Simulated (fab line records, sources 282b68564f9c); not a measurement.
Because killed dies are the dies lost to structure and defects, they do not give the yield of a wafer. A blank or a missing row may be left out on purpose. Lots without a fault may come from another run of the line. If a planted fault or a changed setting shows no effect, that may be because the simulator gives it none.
Struck lot and sound lot, side by side ; flow ritCmos ; 18 steps out of a route of 202
Sound: the wafers L354.2, L354.4, L354.6. Wafers struck: L363.1, L363.3, L363.4. The cause is given at the end.
Each step with rows lists, per side, the tool, then ch with its chambers, then its first start. Under that, the readings that differ: sound wafers ; struck wafers ; difference of the means ; sigmas: that difference in standard deviations of wafers without a fault.
alike: readings whose means differ by less than 2 such deviations, and words and numbers that are the same on both sides. not compared: withheld readings, readings that some wafer has no value for, bounds like >300 that may hide the same value, and numbers for which the record gives no deviation and whose values overlap.
A row with sigmas, a row that says differs or no value, or rows on one side alone: a step with any of these is where the two part. Non-overlapping numbers with no deviation appear without sigmas and do not part them. A reading missing from all wafers of one side parts the sides only when that side holds two or more wafers.

first, 2 steps without rows for these wafers: RIT_NWELL_HARDBAKE_07 (time 120 s); RIT_NWELL_IMPLANT_08.
RIT_NWELL_STRIP_09: strips in O2, time 180 s.
  sound on plasmaAsher-01 ch 1, day 3 04:21; struck on plasmaAsher-02 ch 0,1, day 5 03:34
  alike: drypumpMotorCurrentA
  not compared: rfHoursCounterH
RIT_NWELL_TW_MEAS_10:
  sound on filmMetro-03, day 3 04:32; struck on filmMetro-01, day 5 03:44
  alike: NWELL_TW
then, 6 steps without rows for these wafers: RIT_PWELL_HMDS_00 (prime time 60 s); RIT_PWELL_COAT_01 (resist thk 1300 nm); RIT_PWELL_SOFTBAKE_02 (time 60 s); RIT_PWELL_EXPOSE_03 (exposes mask M3, target cd 43700 nm); RIT_PWELL_PEB_04; RIT_PWELL_DEVELOP_05 (develop time 68 s).
RIT_PWELL_OVL_MEAS_06:
  sound on overlay-02, day 3 05:34; struck on overlay-01, day 5 04:41
  alike: PWELL_OVL
then, 1 step without rows for these wafers: RIT_PWELL_HARDBAKE_07 (time 120 s).
RIT_PWELL_IMPLANT_08:
  sound on implanter-04 ch 0, day 3 05:52; struck on implanter-04 ch 0, day 5 04:58
reading;sound;struck;difference;sigmas
doseIonsCm2;7.015e+13 7.01e+13 7.002e+13;5.092e+13 5.094e+13 5.087e+13;-1.918e+13;-99 or more
faradayCurrentUA;225 219 229;165 167 164;-59;-13
  alike: endStationPressureTorr
RIT_PWELL_STRIP_09: strips in O2, time 180 s.
  sound on plasmaAsher-03 ch 0,1, day 3 06:00; struck on plasmaAsher-03 ch 0,1, day 5 05:07
  alike: drypumpMotorCurrentA
  not compared: rfHoursCounterH
RIT_PWELL_TW_MEAS_10:
  sound on filmMetro-01, day 3 06:11; struck on filmMetro-01, day 5 05:31
reading;sound;struck;difference;sigmas
PWELL_TW;971 962 969;865 871 870;-99;-9
  not compared: hold
RIT_WELLDRIVE_RS_MEAS_01: uses a four-point probe to measure.
  sound on filmMetro-02, day 3 12:46; struck on filmMetro-02, day 5 14:31
  alike: NWELL_RS
RIT_WELLDRIVE_RS_MEAS_02: uses a four-point probe to measure.
  sound on filmMetro-02, day 3 12:53; struck on filmMetro-02, day 5 14:57
reading;sound;struck;difference;sigmas
PWELL_RS (ohm/sq);430.4 430.1 430.1;526.1 527.6 527.7;+96.9;+69
  not compared: hold
RIT_M1_PROBE_99:
  sound wafers here have rows in the record (prober-02, day 4 19:43); struck ones have none

== WHERE THEY PART ==
At RIT_PWELL_IMPLANT_08 first; at RIT_M1_PROBE_99 last (within this record only).

WHY: whatever the simulator had introduced
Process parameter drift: implanter-04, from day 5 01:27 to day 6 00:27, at RIT_PWELL_IMPLANT_08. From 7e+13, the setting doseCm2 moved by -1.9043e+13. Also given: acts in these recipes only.
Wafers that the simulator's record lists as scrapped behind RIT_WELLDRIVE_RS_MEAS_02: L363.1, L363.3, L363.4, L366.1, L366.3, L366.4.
